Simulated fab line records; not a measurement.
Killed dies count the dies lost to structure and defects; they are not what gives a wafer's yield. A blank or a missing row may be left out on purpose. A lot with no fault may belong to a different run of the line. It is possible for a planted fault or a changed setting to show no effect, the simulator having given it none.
A struck lot beside a sound one | flow ritCmos | 16 out of 202 route steps
Sound: these wafers, L780.1, L780.2, L780.3. Struck: wafer L791.4. (L791.1, L791.5 of the same lot were not struck and are left out.) The cause comes at the end.
At each step with rows: each side's tool, then ch and its chambers, then its first start. Under that, the readings that differ: sound wafers | struck wafers | difference of the means | sigmas: that difference in standard deviations of wafers without a fault.
alike: a reading whose means differ by less than 2 such deviations, as well as words and numbers matching on both sides. not compared: withheld readings; readings where some wafer has no value; bounds like >300 that might hide an equal value; numbers whose values overlap and for which the record gives no deviation.
The two part at a step that has a row with sigmas, a row that says differs or no value, or rows on one side only. Non-overlapping numbers with no deviation appear without sigmas and do not part them. A reading that every wafer of one side lacks parts them only if that side has two wafers or more.

first, 1 step without rows for these wafers: RIT_PSD_IMPLANT_08.
RIT_PSD_STRIP_09: strips in O2, time 180 s.
  sound on plasmaAsher-03 ch 0,1, day 5 16:53; struck on plasmaAsher-01 ch 0, day 7 02:34
  alike: drypumpMotorCurrentA
  not compared: rfHoursCounterH
RIT_PSD_TW_MEAS_10:
  sound: filmMetro-03 at day 5 17:04; struck: filmMetro-03 at day 7 02:44
  alike: PSD_TW
then, 3 steps without rows for these wafers: RIT_SDANNEAL_CLEAN_00 (cleans in SC1, time 600 s); RIT_SDANNEAL_CLEAN_01 (cleans in dHF, time 30 s); RIT_SDANNEAL_CLEAN_02 (cleans in SC2, time 600 s).
RIT_SDANNEAL_RTA_03: time 5 s.
  sound on rtpAnneal-02 ch 0, day 5 17:58; struck on rtpAnneal-01 ch 0, day 7 03:10
reading          | sound                | struck | difference | sigmas
wafer_temp_C_max | 1053.3 1052.9 1054.2 | 1056.2 | +2.7       | +2
RIT_SDANNEAL_RS_MEAS_04: measurement is done with a four-point probe.
  sound: filmMetro-02 at day 5 18:02; struck: filmMetro-02 at day 7 03:14
  alike: PSD_RS
RIT_SDANNEAL_RS_MEAS_05: measurement is done with a four-point probe.
  sound: filmMetro-02 at day 5 18:09; struck: filmMetro-02 at day 7 03:21
  alike: NSD_RS
RIT_SDANNEAL_RS_MEAS_06: measurement is done with a four-point probe.
  sound: filmMetro-02 at day 5 18:16; struck: filmMetro-02 at day 7 03:28
  alike: PLDD_RS
RIT_SDANNEAL_RS_MEAS_07: measurement is done with a four-point probe.
  sound: filmMetro-02 at day 5 18:23; struck: filmMetro-02 at day 7 03:35
  alike: NLDD_RS
then, 1 step without rows for these wafers: RIT_SILICIDE_WET_ETCH_00 (etches SiO2 in BOE, target depth 14 nm, time 15 s).
RIT_SILICIDE_SPUTTER_01: material Ti, target thk 30 nm, time 240 s.
  sound: pvdSputter-04 at day 5 18:31; struck: pvdSputter-04 at day 7 03:43
reading                | sound                | struck | difference | sigmas
chamberPressurePa (Pa) | 0.6695 0.6673 0.6653 | 0.7222 | +0.0548    | +39
  alike: throttleValvePct
RIT_SILICIDE_RS_MEAS_02: measurement is done with a four-point probe.
  sound: filmMetro-04 at day 5 18:40; struck: filmMetro-03 at day 7 03:52
reading                 | sound          | struck | difference | sigmas
SILICIDE_TI_RS (ohm/sq) | 49.9 48.8 47.9 | 58.1   | +9.2       | +10
RIT_SILICIDE_THK_MEAS_03: measures by xrf.
  sound: filmMetro-04 at day 5 18:47; struck: filmMetro-03 at day 7 03:59
  alike: SILICIDE_TI_THK
RIT_M1_PROBE_99:
  sound: prober-02 at day 6 08:16; struck: prober-01 at day 7 10:53
  alike: killedAtContacts, killedAtFrontEnd, killedDies, killedOpen, killedShort

== WHERE THEY PART ==
Earliest at RIT_SDANNEAL_RTA_03; latest, in this record, at RIT_SILICIDE_RS_MEAS_02. Later steps at which nothing parts them and some readings are alike: RIT_SILICIDE_THK_MEAS_03, RIT_M1_PROBE_99.

WHY: what had been put in by the simulator
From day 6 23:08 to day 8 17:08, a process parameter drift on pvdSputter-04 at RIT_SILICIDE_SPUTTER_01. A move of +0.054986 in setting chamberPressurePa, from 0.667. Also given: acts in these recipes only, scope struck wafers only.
